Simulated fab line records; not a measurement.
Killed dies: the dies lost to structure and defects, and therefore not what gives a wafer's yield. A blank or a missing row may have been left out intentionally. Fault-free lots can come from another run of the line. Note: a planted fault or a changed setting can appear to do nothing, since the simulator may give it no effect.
Problem report in the 8D (eight disciplines) form, filled by code ; flow rit-cmos ; the parts of the form that need people (team, actions taken, sign-off) are left out

1. PROBLEM STATEMENT
Mean of killed-at-front-end at RIT_M1_PROBE_99: 88 across 6 wafers in 2 lots; on wafers with no fault it is 7 (standard deviation 3). Measured from the usual mean, that is +27 standard deviations.
First observed at day 6 01:49: wafer L747.1, on prober-01. The record has a number at this step for 6 wafers belonging to 2 lots. By rule, "out" or "out of limits" means more than 4 standard deviations away from the usual mean. Any other wafer with a number is counted as sound.

2. WHAT IT IS, WHAT IT ISN'T
question;is;is not
which readings at this step;killed-at-front-end, killed-dies, killed-on-rim;killed_at_M0_to_M3, killed-short
which lots;L747, L748;-
which wafers of those lots;all that have a number;-
read on which tools;prober-01, prober-02;-
when;from day 6 01:49;up to then (0 sound wafers)

3. THE SUSPECTS, EACH WITH WHAT RULES IT OUT
Counting: a tool at a process step up to the reading stays a suspect if it ran every lot that is out and no sound lot after the first of them.
- furnace-04 at RIT_REOX_OXIDATION_03 (target thk 25.2 nm, ox time 5580 s): kept. It ran every lot that is out, first L747 (day 5 06:38), and no sound lot after that.
After counting, what remains is furnace-04 at RIT_REOX_OXIDATION_03.

4. THE CAUSE (what the simulator had put in)
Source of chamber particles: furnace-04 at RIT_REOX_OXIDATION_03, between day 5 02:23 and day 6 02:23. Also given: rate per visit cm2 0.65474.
After counting, this tool was the only one left.

5. SEQUENCE OF EFFECTS, ordered by route
One row per reading whose mean, taken over the struck wafers that have a number, lies over 3 standard deviations from the usual. Only readings whose record carries a usual standard deviation are examined. hours: median over the lots of the time between each lot's start at the first step of this table that gives one and its start at this step. sigmas: the change, counted in usual standard deviations.
hours;step;reading;usual;on struck wafers;change;sigmas
0;RIT_M1_PROBE_99;killed-at-front-end;7;88;+81;+27
0;RIT_M1_PROBE_99;killed-dies;7;88;+81;+26
0;RIT_M1_PROBE_99;killed-on-rim;1.9;24.3;+22.4;+15
It contains these process steps:
- RIT_M1_PROBE_99

6. WHAT WOULD HAVE CAUGHT IT SOONER
In this record the first reading out of limits was taken at day 6 01:49, 23 hours after the fault began at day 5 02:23.
Tool readings at RIT_REOX_OXIDATION_03 with a usual standard deviation given in the record: none out on any struck wafer, hence no alarm at a limit of 4 standard deviations on them.
All the lots that are out (2) had begun RIT_REOX_OXIDATION_03 on furnace-04 by day 6 01:49. A hold on the tool at that time would have spared none of them.
